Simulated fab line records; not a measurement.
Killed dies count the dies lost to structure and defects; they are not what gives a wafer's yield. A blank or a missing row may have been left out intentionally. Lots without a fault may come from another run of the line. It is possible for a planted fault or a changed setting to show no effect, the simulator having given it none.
Which of the tools did it? / flow rit cmos / Sampling: 14 lots, 42 wafers, 5 of 202 route steps

## WHAT THE GAUGES READ, wafer by wafer
RIT_ACTIVE_BOW_MEAS_00. Usual: INCOMING_BOW 0 um, standard deviation 6.6.
lot=L940; measured=day 1 10:00; on=film metro-03; INCOMING_BOW (um)=14 -1 4; flag=
lot=L943; measured=day 2 01:00; on=film metro-01; INCOMING_BOW (um)=11 -1 2; flag=
lot=L945; measured=day 2 11:00; on=film metro-04; INCOMING_BOW (um)=5 -4 -13; flag=
lot=L947; measured=day 2 21:02; on=film metro-01; INCOMING_BOW (um)=-2 7 -14; flag=
lot=L948; measured=day 3 02:00; on=film metro-04; INCOMING_BOW (um)=-10 -5 -5; flag=
lot=L949; measured=day 3 07:00; on=film metro-01; INCOMING_BOW (um)=5 15 11; flag=
lot=L950; measured=day 3 12:02; on=film metro-04; INCOMING_BOW (um)=-5 1 -6; flag=
lot=L951; measured=day 3 17:02; on=film metro-03; INCOMING_BOW (um)=-1 4 -10; flag=
lot=L955; measured=day 4 13:01; on=film metro-01; INCOMING_BOW (um)=8 -1 10; flag=
lot=L958; measured=day 5 04:01; on=film metro-03; INCOMING_BOW (um)=0 5 16; flag=
lot=L959; measured=day 5 09:00; on=film metro-01; INCOMING_BOW (um)=-3 -3 -4; flag=
lot=L960; measured=day 5 14:04; on=film metro-01; INCOMING_BOW (um)=-8 1 0; flag=
lot=L961; measured=day 5 19:01; on=film metro-03; INCOMING_BOW (um)=10 -9 -1; flag=
lot=L962; measured=day 6 00:01; on=film metro-04; INCOMING_BOW (um)=13 0 2; flag=

RIT_PWELL_OVL_MEAS_06. Usual: PWELL_OVL 0.4 nm, standard deviation 1.2.
lot=L940; measured=day 1 23:47; on=overlay-02; PWELL_OVL (nm)=-1.2 -1.7 -0.7; flag=
lot=L943; measured=day 2 14:52; on=overlay-01; PWELL_OVL (nm)=0.2 1.0 1.5; flag=
lot=L945; measured=day 3 00:05; on=overlay-01; PWELL_OVL (nm)=0.7 2.5 0.8; flag=
lot=L947; measured=day 3 15:24; on=overlay-01; PWELL_OVL (nm)=-0.3 0.2 0.7; flag=
lot=L948; measured=day 3 19:35; on=overlay-01; PWELL_OVL (nm)=1.4 0.9 2.0; flag=
lot=L949; measured=day 4 00:37; on=overlay-01; PWELL_OVL (nm)=1.8 3.0 1.8; flag=
lot=L950; measured=day 4 06:31; on=overlay-01; PWELL_OVL (nm)=0.8 0.4 0.9; flag=
lot=L951; measured=day 4 08:47; on=overlay-01; PWELL_OVL (nm)=1.6 0.9 1.9; flag=
lot=L955; measured=day 5 07:30; on=overlay-01; PWELL_OVL (nm)=-0.9 1.8 0.6; flag=
lot=L958; measured=day 5 22:03; on=overlay-02; PWELL_OVL (nm)=-1.5 -0.9 -1.5; flag=
lot=L959; measured=day 6 02:02; on=overlay-01; PWELL_OVL (nm)=-0.7 0.0 0.1; flag=
lot=L960; measured=day 6 04:44; on=overlay-02; PWELL_OVL (nm)=-1.6 -1.1 -1.8; flag=
lot=L961; measured=day 6 09:47; on=overlay-01; PWELL_OVL (nm)=-0.8 0.8 0.6; flag=
lot=L962; measured=day 6 14:38; on=overlay-02; PWELL_OVL (nm)=-0.4 -1.2 0.0; flag=

RIT_NRETRO_TW_MEAS_10. Usual: NRETRO_TW 1046, standard deviation 7.
lot=L940; measured=day 2 07:41; on=film metro-03; NRETRO_TW=1042 1044 1039; flag=
lot=L943; measured=day 2 22:58; on=film metro-03; NRETRO_TW=1047 1041 1043; flag=
lot=L945; measured=day 3 07:47; on=film metro-04; NRETRO_TW=1048 1042 1042; flag=
lot=L947; measured=day 3 23:11; on=film metro-03; NRETRO_TW=1043 1039 1042; flag=
lot=L948; measured=day 4 03:19; on=film metro-04; NRETRO_TW=1053 1052 1046; flag=
lot=L949; measured=day 4 09:26; on=film metro-01; NRETRO_TW=1053 1053 1050; flag=
lot=L950; measured=day 4 14:06; on=film metro-03; NRETRO_TW=1046 1046 1041; flag=
lot=L951; measured=day 4 17:01; on=film metro-03; NRETRO_TW=1050 1049 1047; flag=
lot=L955; measured=day 5 16:53; on=film metro-03; NRETRO_TW=1043 1043 1042; flag=
lot=L958; measured=day 6 05:50; on=film metro-04; NRETRO_TW=863 858 858; flag=OFF
lot=L959; measured=day 6 10:39; on=film metro-03; NRETRO_TW=856 859 857; flag=OFF
lot=L960; measured=day 6 13:05; on=film metro-03; NRETRO_TW=1036 1039 1043; flag=
lot=L961; measured=day 6 18:06; on=film metro-03; NRETRO_TW=1036 1040 1040; flag=
lot=L962; measured=day 18 11:10; on=film metro-04; NRETRO_TW=1056 1062 1054; flag=

RIT_REOX_THK_MEAS_04. Usual: REOX_OXIDE_THK 25.1 nm, standard deviation 0.44.
lot=L940; measured=day 2 17:48; on=film metro-04; REOX_OXIDE_THK (nm)=24.8 25.2 25.6; flag=
lot=L943; measured=day 3 16:41; on=film metro-04; REOX_OXIDE_THK (nm)=25.7 25.9 25.8; flag=
lot=L945; measured=day 4 01:18; on=film metro-04; REOX_OXIDE_THK (nm)=24.9 24.9 24.7; flag=
lot=L947; measured=day 4 11:35; on=film metro-02; REOX_OXIDE_THK (nm)=25.3 25.5 25.2; flag=
lot=L948; measured=day 4 14:54; on=film metro-02; REOX_OXIDE_THK (nm)=24.7 24.9 24.8; flag=
lot=L949; measured=day 5 05:34; on=film metro-01; REOX_OXIDE_THK (nm)=25.5 25.3 25.5; flag=
lot=L950; measured=day 5 05:35; on=film metro-04; REOX_OXIDE_THK (nm)=25.4 25.3 24.8; flag=
lot=L951; measured=day 5 05:35; on=film metro-02; REOX_OXIDE_THK (nm)=25.3 25.3 24.9; flag=
lot=L955; measured=day 6 03:51; on=film metro-02; REOX_OXIDE_THK (nm)=25.1 25.4 25.1; flag=
lot=L958; measured=day 6 17:22; on=film metro-04; REOX_OXIDE_THK (nm)=25.4 25.6 25.8; flag=
lot=L959; measured=day 6 20:28; on=film metro-04; REOX_OXIDE_THK (nm)=25.3 25.4 25.5; flag=
lot=L960; measured=day 7 02:17; on=film metro-01; REOX_OXIDE_THK (nm)=24.2 24.3 24.6; flag=
lot=L961; measured=day 7 07:41; on=film metro-04; REOX_OXIDE_THK (nm)=25.3 25.2 25.4; flag=
lot=L962; measured=day 19 00:10; on=film metro-02; REOX_OXIDE_THK (nm)=25.0 24.6 24.5; flag=

## WHAT TOOL EACH LOT RAN ON (gives the tool, then ch and the chambers of the sampled wafers, and finally the start)
lot=L940; RIT_NRETRO_IMPLANT_08=implanter-04 ch 0, day 2 07:22
lot=L943; RIT_NRETRO_IMPLANT_08=implanter-04 ch 0, day 2 22:39
lot=L945; RIT_NRETRO_IMPLANT_08=implanter-02 ch 0, day 3 07:27
lot=L947; RIT_NRETRO_IMPLANT_08=implanter-04 ch 0, day 3 22:52
lot=L948; RIT_NRETRO_IMPLANT_08=implanter-02 ch 0, day 4 02:59
lot=L949; RIT_NRETRO_IMPLANT_08=implanter-04 ch 0, day 4 09:07
lot=L950; RIT_NRETRO_IMPLANT_08=implanter-04 ch 0, day 4 13:49
lot=L951; RIT_NRETRO_IMPLANT_08=implanter-04 ch 0, day 4 16:44
lot=L955; RIT_NRETRO_IMPLANT_08=implanter-02 ch 0, day 5 16:34
lot=L958; RIT_NRETRO_IMPLANT_08=implanter-04 ch 0, day 6 05:31
lot=L959; RIT_NRETRO_IMPLANT_08=implanter-04 ch 0, day 6 10:20
lot=L960; RIT_NRETRO_IMPLANT_08=implanter-03 ch 0, day 6 12:48
lot=L961; RIT_NRETRO_IMPLANT_08=implanter-03 ch 0, day 6 17:47
lot=L962; RIT_NRETRO_IMPLANT_08=implanter-04 ch 0, day 18 10:52
- RIT_NRETRO_IMPLANT_08

## WHAT THE TOOLS THEMSELVES READ (means of the sampled wafers that have a number; where no wafer has one, the mark that the record gives instead)
RIT_NRETRO_IMPLANT_08. Usual: dose ions cm2 1.0001e+13, standard deviation 1.4e+10; faraday current uA 31.6, standard deviation 0.62.
lot=L940; tool=implanter-04; dose ions cm2=9.9860e+12; faraday current uA=31.6; flag=
lot=L943; tool=implanter-04; dose ions cm2=1.0006e+13; faraday current uA=31.9; flag=
lot=L945; tool=implanter-02; dose ions cm2=1.0005e+13; faraday current uA=31.7; flag=
lot=L947; tool=implanter-04; dose ions cm2=1.0020e+13; faraday current uA=31.3; flag=
lot=L948; tool=implanter-02; dose ions cm2=9.9660e+12; faraday current uA=31.3; flag=
lot=L949; tool=implanter-04; dose ions cm2=1.0013e+13; faraday current uA=31.5; flag=
lot=L950; tool=implanter-04; dose ions cm2=9.9907e+12; faraday current uA=32.0; flag=
lot=L951; tool=implanter-04; dose ions cm2=9.9940e+12; faraday current uA=31.3; flag=
lot=L955; tool=implanter-02; dose ions cm2=1.0001e+13; faraday current uA=31.8; flag=
lot=L958; tool=implanter-04; dose ions cm2=5.5020e+12; faraday current uA=17.2; flag=OFF
lot=L959; tool=implanter-04; dose ions cm2=5.5023e+12; faraday current uA=17.7; flag=OFF
lot=L960; tool=implanter-03; dose ions cm2=1.0006e+13; faraday current uA=32.0; flag=
lot=L961; tool=implanter-03; dose ions cm2=1.0001e+13; faraday current uA=31.6; flag=
lot=L962; tool=implanter-04; dose ions cm2=1.0003e+13; faraday current uA=32.5; flag=

## THE ANSWER, worked out from the rows above alone
Rule: lot off if the mean of its wafers having a number is beyond 3 standard deviations from the usual mean. Also off: a lot with no number at a reading for which 4 or more lots have one. The other lots that the step has rows for count as sound. After the gauges, taken in route order, come the tools' own readings; for these a lot's mean is taken, as printed above. At the first step where some lot is off, the reading lying furthest off is the one used; lots without a number count as furthest.
Off: L958, L959, at RIT_NRETRO_TW_MEAS_10 (NRETRO_TW).
A tool fits if, at a process step before that reading, it ran every lot that is off, and no sound lot after the first of them. Not tried: the gauges at RIT_NRETRO_TW_MEAS_10; whatever is off there is also off at RIT_NRETRO_IMPLANT_08, on other tools, and gauge error can't account for it. No candidate that was tried fits.

## WHAT HAD BEEN PUT IN BY THE SIMULATOR
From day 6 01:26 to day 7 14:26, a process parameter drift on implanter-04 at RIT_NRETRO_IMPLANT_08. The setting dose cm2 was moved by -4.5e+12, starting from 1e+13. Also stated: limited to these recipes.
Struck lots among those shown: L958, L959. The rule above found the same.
